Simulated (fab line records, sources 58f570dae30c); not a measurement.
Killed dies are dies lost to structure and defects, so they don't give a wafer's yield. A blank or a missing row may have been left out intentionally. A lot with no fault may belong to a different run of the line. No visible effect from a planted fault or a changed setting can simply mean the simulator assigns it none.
Tool commonality check ; flow berkeley-cmos170 ; Lots sampled 13, wafers sampled 38

WHY THIS WAS OPENED
1 of 13 lots carry a flag on the reading SILICIDE_TI_RS at UCB170_SILICIDE_RS_MEAS_02. Wafers without a fault read 25.9 ohm/sq, standard deviation 0.4.
Rule: a lot gets a flag if all its wafers with a number sit over 4 standard deviations from that mean, or if no wafer of it has a number. All remaining lots are regarded as sound.

lot;measured;on;SILICIDE_TI_RS (ohm/sq), wafer by wafer;flag
L408;day 7 09:03;film-metro-03;26.3 25.9 25.9;
L410;day 7 11:09;film-metro-03;25.9 25.7 25.6;
L411;day 7 17:19;film-metro-03;25.6 26.1 26.5;
L413;day 8 08:07;film-metro-02;26.0 26.0 26.0;
L415;day 8 08:38;film-metro-03;26.4 26.5 26.5;
L421;day 9 04:51;film-metro-02;25.7 26.3 25.7;
L422;day 9 17:52;film-metro-03;28.1 28.4;FLAGGED
L426;day 10 10:22;film-metro-03;25.1 25.3 25.3;
L425;day 10 10:31;film-metro-04;25.8 25.9 26.2;
L428;day 10 20:19;film-metro-03;25.2 26.0 25.4;
L429;day 10 20:36;film-metro-03;26.7 26.4 26.2;
L430;day 11 10:31;film-metro-02;26.1 25.3 26.0;
L431;day 11 12:06;film-metro-04;26.1 26.1 26.0;
On average the flagged lots' numbers are 28.2 ohm/sq, which is +2.4 ohm/sq against the usual, or +6 standard deviations.

WHICH TOOL EACH LOT WENT THROUGH
3 process steps preceding the reading are held in the record, out of 331 steps in the route. Each cell gives the tool, then ch followed by the chambers the sampled wafers passed through, then the start.
lot;flag;UCB170_GATE_ETCH_14;UCB170_NLDD_STRIP_10;UCB170_SILICIDE_SPUTTER_01
L408;;rie-diel-03 ch 0,1,3, day 6 16:36;plasma-asher-01 ch 0,1, day 6 21:58;pvd-sputter-03, day 7 09:01
L410;;rie-diel-02 ch 0,2,3, day 6 17:00;plasma-asher-03 ch 0,1, day 6 22:34;pvd-sputter-02, day 7 11:07
L411;;rie-diel-01 ch 0,1, day 7 03:52;plasma-asher-04 ch 1, day 7 07:44;pvd-sputter-03, day 7 17:16
L413;;rie-diel-02 ch 0,1,2, day 7 18:02;plasma-asher-03 ch 0,1, day 7 21:55;pvd-sputter-02, day 8 08:05
L415;;rie-diel-03 ch 0,2,3, day 7 17:47;plasma-asher-01 ch 0,1, day 7 21:50;pvd-sputter-04, day 8 08:32
L421;;rie-diel-03 ch 2,3, day 8 14:41;plasma-asher-04 ch 0,1, day 8 19:28;pvd-sputter-02, day 9 04:48
L422;FLAGGED;rie-diel-02 ch 3, day 9 03:12;plasma-asher-01 ch 1, day 9 07:22;pvd-sputter-04, day 9 17:47
L426;;rie-diel-02 ch 0,2,3, day 9 14:38;plasma-asher-01 ch 0,1, day 9 22:58;pvd-sputter-03, day 10 10:17
L425;;rie-diel-03 ch 0,3, day 9 14:31;plasma-asher-03 ch 0,1, day 9 22:27;pvd-sputter-02, day 10 10:28
L428;;rie-diel-01 ch 1,3, day 10 04:55;plasma-asher-03 ch 0,1, day 10 09:38;pvd-sputter-03, day 10 20:16
L429;;rie-diel-02 ch 1,2,3, day 10 05:56;plasma-asher-01 ch 0,1, day 10 10:15;pvd-sputter-02, day 10 20:28
L430;;rie-diel-02 ch 0,1,3, day 10 18:50;plasma-asher-01 ch 0,1, day 10 23:58;pvd-sputter-03, day 11 10:29
L431;;rie-diel-02 ch 0,1, day 10 21:53;plasma-asher-04 ch 0,1, day 11 02:46;pvd-sputter-02, day 11 12:03
What these steps do:
- UCB170_GATE_ETCH_14: etches BARC in N2/H2.
- UCB170_NLDD_STRIP_10: strips in O2.
- UCB170_SILICIDE_SPUTTER_01: material Ti, target thk 30 nm, time 25 s.
- UCB170_SILICIDE_RS_MEAS_02: measures by four-point-probe.

FLAGGED OVER TOTAL, TOOL BY TOOL (the gauges that took the reading come last)
step;tool;lots run;flagged;share of the flagged lots;sound lots run after its first flagged lot
UCB170_GATE_ETCH_14;rie-diel-01;2;0;none;-
UCB170_GATE_ETCH_14;rie-diel-02;7;1;all;4 (L426,L429,L430,L431)
UCB170_GATE_ETCH_14;rie-diel-03;4;0;none;-
UCB170_NLDD_STRIP_10;plasma-asher-01;6;1;all;3 (L426,L429,L430)
UCB170_NLDD_STRIP_10;plasma-asher-03;4;0;none;-
UCB170_NLDD_STRIP_10;plasma-asher-04;3;0;none;-
UCB170_SILICIDE_SPUTTER_01;pvd-sputter-02;6;0;none;-
UCB170_SILICIDE_SPUTTER_01;pvd-sputter-03;5;0;none;-
UCB170_SILICIDE_SPUTTER_01;pvd-sputter-04;2;1;all;0
UCB170_SILICIDE_RS_MEAS_02;film-metro-02;3;0;none;-
UCB170_SILICIDE_RS_MEAS_02;film-metro-03;8;1;all;3 (L426,L428,L429)
UCB170_SILICIDE_RS_MEAS_02;film-metro-04;2;0;none;-

WHAT THE TABLE ALLOWS
4 rows of the table ran every flagged lot: rie-diel-02 at UCB170_GATE_ETCH_14, plasma-asher-01 at UCB170_NLDD_STRIP_10, pvd-sputter-04 at UCB170_SILICIDE_SPUTTER_01, film-metro-03 at UCB170_SILICIDE_RS_MEAS_02.
- rie-diel-02 at UCB170_GATE_ETCH_14: 1 of its 7 lots flagged. Lots that were sound ran on it after the first flagged one (L426, L429, L430, L431); a persistent fault on the entire tool would not allow that.
- plasma-asher-01 at UCB170_NLDD_STRIP_10: 1 of its 6 lots flagged. Lots that were sound ran on it after the first flagged one (L426, L429, L430); a persistent fault on the entire tool would not allow that.
- pvd-sputter-04 at UCB170_SILICIDE_SPUTTER_01: 1 of its 2 lots flagged. A fault beginning between L415 (day 8 08:32), its last sound lot, and L422 (day 9 17:47), its first flagged one, fits the data.
- film-metro-03 at UCB170_SILICIDE_RS_MEAS_02: 1 of its 8 lots flagged. Lots that were sound ran on it after the first flagged one (L426, L428, L429); a persistent fault on the entire tool would not allow that.
Left over: one tool, pvd-sputter-04 at UCB170_SILICIDE_SPUTTER_01.

WHAT WAS PUT IN BY THE SIMULATOR
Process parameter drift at UCB170_SILICIDE_SPUTTER_01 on pvd-sputter-04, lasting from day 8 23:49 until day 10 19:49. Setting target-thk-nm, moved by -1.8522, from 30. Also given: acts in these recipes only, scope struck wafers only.
Shown lots that were struck: L422. The rule above reached the same finding.
